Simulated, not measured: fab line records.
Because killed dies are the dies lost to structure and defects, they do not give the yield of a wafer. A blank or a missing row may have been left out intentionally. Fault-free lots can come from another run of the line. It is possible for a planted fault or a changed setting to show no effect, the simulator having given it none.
Code-filled problem report in 8D (eight disciplines) form | flow rit-cmos | the parts of the form that need people (team, actions taken, sign-off) are left out

## 1. WHAT WENT WRONG
At RIT_GATE_ETCH_19, run-length-s averages 239.8 s over 6 wafers from 2 lots, while fault-free wafers read 193.5 s, standard deviation 0.36. That is +99 or more standard deviations from the usual mean.
The step: etches poly-Si in SF6/CHF3/O2, stops on SiO2, time 165 s, target depth 312.5 nm.
First observed at day 5 00:47: wafer L441.1, on rie-si-01. At this step, 42 wafers from 14 lots have a number in the record. Rule for "out", or "out of limits": more than 4 standard deviations from the usual mean. All remaining wafers that have a number are taken as sound.

## 2. WHAT IT IS AND WHAT IT IS NOT
question                    | is                           | is not
which readings at this step | run-length-s, oes-product-au | CHF3_flow_sccm, drypump-motor-current-A, throttle-valve-pct
which lots                  | L441, L443                   | L430, L431, L432, L433, L434, L435, L436, L437, L439, L442, L444, L450
which wafers of those lots  | all that have a number       | -
read on which tools         | rie-si-01                    | rie-si-02
when                        | from day 5 00:47             | up to then (27 sound wafers); but 9 sound wafers of L442, L444, L450 came after

## 3. SUSPECTS, AND WHAT RULES EACH OUT
Counting: any tool at a process step up to the reading is kept as a suspect provided that every lot that is out went through it and no sound lot did after the first of them.
- rie-si-01 at RIT_GATE_ETCH_19 (etches poly-Si in SF6/CHF3/O2, stops on SiO2, time 165 s, target depth 312.5 nm): kept. It ran every lot that is out, first L441 (day 5 00:47), and no sound lot after that; its last sound lot up to then is L439 (day 4 15:26). Out on those wafers are its own readings of oes-product-au, run-length-s.
The count leaves rie-si-01 at RIT_GATE_ETCH_19.

## 4. THE CAUSE (what the simulator had put in)
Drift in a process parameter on rie-si-01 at RIT_GATE_ETCH_19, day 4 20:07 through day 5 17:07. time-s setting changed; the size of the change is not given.
Counting left only this tool.

## 5. THE CHAIN OF EFFECTS, in route order
One row per reading whose mean, taken over the struck wafers that have a number, lies over 3 standard deviations from the usual. Scope: only readings with a usual standard deviation given in the record; hours: median across lots of the time from each lot's start at the first step in this table that gives one to its start at this step; sigmas: change in usual standard deviations.
hours | step             | reading        | usual      | on struck wafers | change | sigmas
0     | RIT_GATE_ETCH_19 | oes-product-au | 0.850 a.u. | 0.718            | -0.132 | -7.8
0     | RIT_GATE_ETCH_19 | run-length-s   | 193.5 s    | 239.8            | +46.3  | +99 or more
Here are the process steps it includes:
- RIT_GATE_ETCH_19: etches poly-Si in SF6/CHF3/O2, stops on SiO2, time 165 s, target depth 312.5 nm.
Later measuring or inspecting steps at which every struck wafer that the step has a row for has a number for every such reading, and none has moved that far: RIT_NLDD_OVL_MEAS_06, RIT_NSD_TW_MEAS_10.

## 6. WHAT WOULD HAVE CAUGHT IT SOONER
In this record no reading fell out of limits until day 5 00:47, 5 hours after the fault had begun at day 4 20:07.
